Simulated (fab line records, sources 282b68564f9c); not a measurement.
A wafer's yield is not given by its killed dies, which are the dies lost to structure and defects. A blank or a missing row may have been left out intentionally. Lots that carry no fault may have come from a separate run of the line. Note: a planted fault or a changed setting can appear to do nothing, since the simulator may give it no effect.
Which tool was responsible? | flow ritCmos | Sampling: 15 lots, 45 wafers, 3 of 202 route steps

## WHAT EACH GAUGE READ, for each wafer
RIT_PWELL_TW_MEAS_10. Usual: PWELL_TW typically reads 944, with standard deviation 12.
lot  | measured    | on           | PWELL_TW          | flag
L318 | day 2 07:40 | filmMetro-02 | 962 964 964       | 
L321 | day 2 15:19 | filmMetro-04 | 926 933 930       | 
L322 | day 2 20:00 | filmMetro-03 | 953 956 955       | 
L323 | day 3 01:00 | filmMetro-04 | 937 943 939       | 
L325 | day 3 09:17 | filmMetro-03 | 962 960 962       | 
L326 | day 3 14:57 | filmMetro-04 | 935 937 939       | 
L329 | day 4 06:35 | filmMetro-04 | 29 29 29 29 29 29 | OFF
L330 | day 4 10:36 | filmMetro-03 | 30 30 30 30 30 30 | OFF
L331 | day 4 15:23 | filmMetro-04 | 29 29 29 29 29 29 | OFF
L334 | day 5 06:28 | filmMetro-03 | 947 947 955       | 
L335 | day 5 11:41 | filmMetro-04 | 942 932 936       | 
L336 | day 5 16:42 | filmMetro-04 | 931 934 935       | 
L337 | day 5 21:40 | filmMetro-04 | 937 934 938       | 
L338 | day 6 02:51 | filmMetro-04 | 939 935 934       | 
L340 | day 6 12:43 | filmMetro-04 | 934 936 938       | 

RIT_WELLDRIVE_RS_MEAS_01: uses a four-point probe to measure. Usual: NWELL_RS typically reads 275.4 ohm/sq, with standard deviation 0.9.
lot  | measured    | on           | NWELL_RS (ohm/sq) | flag
L318 | day 2 12:49 | filmMetro-04 | 275.2 276.1 276.5 | 
L321 | day 2 20:28 | filmMetro-04 | 276.0 274.2 276.1 | 
L322 | day 3 01:24 | filmMetro-02 | 275.6 276.1 275.4 | 
L323 | day 3 06:45 | filmMetro-02 | 276.2 275.5 276.1 | 
L325 | day 3 14:26 | filmMetro-04 | 275.6 275.3 275.3 | 
L326 | day 3 20:07 | filmMetro-03 | 275.8 275.8 275.7 | 
L334 | day 5 11:44 | filmMetro-03 | 275.1 276.4 276.3 | 
L335 | day 5 16:52 | filmMetro-03 | 275.1 275.2 275.4 | 
L336 | day 5 21:54 | filmMetro-04 | 275.2 276.1 276.3 | 
L337 | day 6 02:59 | filmMetro-02 | 273.8 274.6 273.9 | 
L338 | day 6 08:04 | filmMetro-03 | 275.6 275.8 274.5 | 
L340 | day 6 18:14 | filmMetro-04 | 276.5 276.3 277.7 | 

## EACH LOT AND THE TOOL THAT RAN IT (in order: tool; ch and the chambers of the sampled wafers; start)
lot  | RIT_NWELL_STRIP_09
L318 | plasmaAsher-03 ch 0,1, day 2 05:55
L321 | plasmaAsher-04 ch 0,1, day 2 13:28
L322 | plasmaAsher-04 ch 0,1, day 2 18:19
L323 | plasmaAsher-01 ch 0,1, day 2 23:18
L325 | plasmaAsher-04 ch 0,1, day 3 07:34
L326 | plasmaAsher-03 ch 0,1, day 3 13:04
L329 | plasmaAsher-01 ch 0,1, day 4 04:44
L330 | plasmaAsher-04 ch 0, day 4 08:41
L331 | plasmaAsher-03 ch 0,1, day 4 13:35
L334 | plasmaAsher-04 ch 0,1, day 5 04:47
L335 | plasmaAsher-04 ch 0,1, day 5 10:01
L336 | plasmaAsher-03 ch 0,1, day 5 14:58
L337 | plasmaAsher-03 ch 0,1, day 5 19:45
L338 | plasmaAsher-04 ch 0,1, day 6 01:07
L340 | plasmaAsher-01 ch 0,1, day 6 10:40
- RIT_NWELL_STRIP_09: strips in O2, time 180 s.

## WHAT THE TOOLS THEMSELVES READ (means of the sampled wafers that have a number; where no wafer has one, the mark that the record gives instead)
RIT_NWELL_STRIP_09. Usual: chamberPressureMTorr 4000 mTorr, standard deviation 3.8; drypumpMotorCurrentA 5.9 A, standard deviation 0.42.
lot  | tool           | chamberPressureMTorr (mTorr) | drypumpMotorCurrentA (A) | flag
L318 | plasmaAsher-03 | 4000                         | 5.7                      | 
L321 | plasmaAsher-04 | 4002                         | 6.3                      | 
L322 | plasmaAsher-04 | 3998                         | 6.4                      | 
L323 | plasmaAsher-01 | 4001                         | 5.4                      | 
L325 | plasmaAsher-04 | 4001                         | 6.3                      | 
L326 | plasmaAsher-03 | 4001                         | 5.7                      | 
L329 | plasmaAsher-01 | -                            | -                        | OFF
L330 | plasmaAsher-04 | -                            | -                        | OFF
L331 | plasmaAsher-03 | -                            | -                        | OFF
L334 | plasmaAsher-04 | 4001                         | 6.3                      | 
L335 | plasmaAsher-04 | 4001                         | 6.2                      | 
L336 | plasmaAsher-03 | 3999                         | 5.7                      | 
L337 | plasmaAsher-03 | 4000                         | 5.7                      | 
L338 | plasmaAsher-04 | 4002                         | 6.2                      | 
L340 | plasmaAsher-01 | 3997                         | 5.5                      | 

## THE ANSWER, worked out from the rows above alone
Rule: a lot is off if the mean of its wafers that have a number lies more than 3 standard deviations from the usual mean. Also off: a lot with no number at a reading for which 4 or more lots have one. Any other lot the step has rows for is counted as sound. First the gauges in route order, then the tools' own readings, where a lot's mean is used as printed above. At the first step where some lot is off, the reading lying furthest off is the one used; lots without a number count as furthest.
Off: L329, L330, L331, at RIT_PWELL_TW_MEAS_10 (PWELL_TW).
A tool fits if, at a process step before that reading, it ran every lot that is off, and no sound lot after the first of them. The gauges at RIT_PWELL_TW_MEAS_10 aren't tried: what is off there is off at RIT_NWELL_STRIP_09 too, on other tools, and a gauge's error can't cause that. Of those tried, none fits.

## WHAT THE SIMULATOR HAD PUT IN
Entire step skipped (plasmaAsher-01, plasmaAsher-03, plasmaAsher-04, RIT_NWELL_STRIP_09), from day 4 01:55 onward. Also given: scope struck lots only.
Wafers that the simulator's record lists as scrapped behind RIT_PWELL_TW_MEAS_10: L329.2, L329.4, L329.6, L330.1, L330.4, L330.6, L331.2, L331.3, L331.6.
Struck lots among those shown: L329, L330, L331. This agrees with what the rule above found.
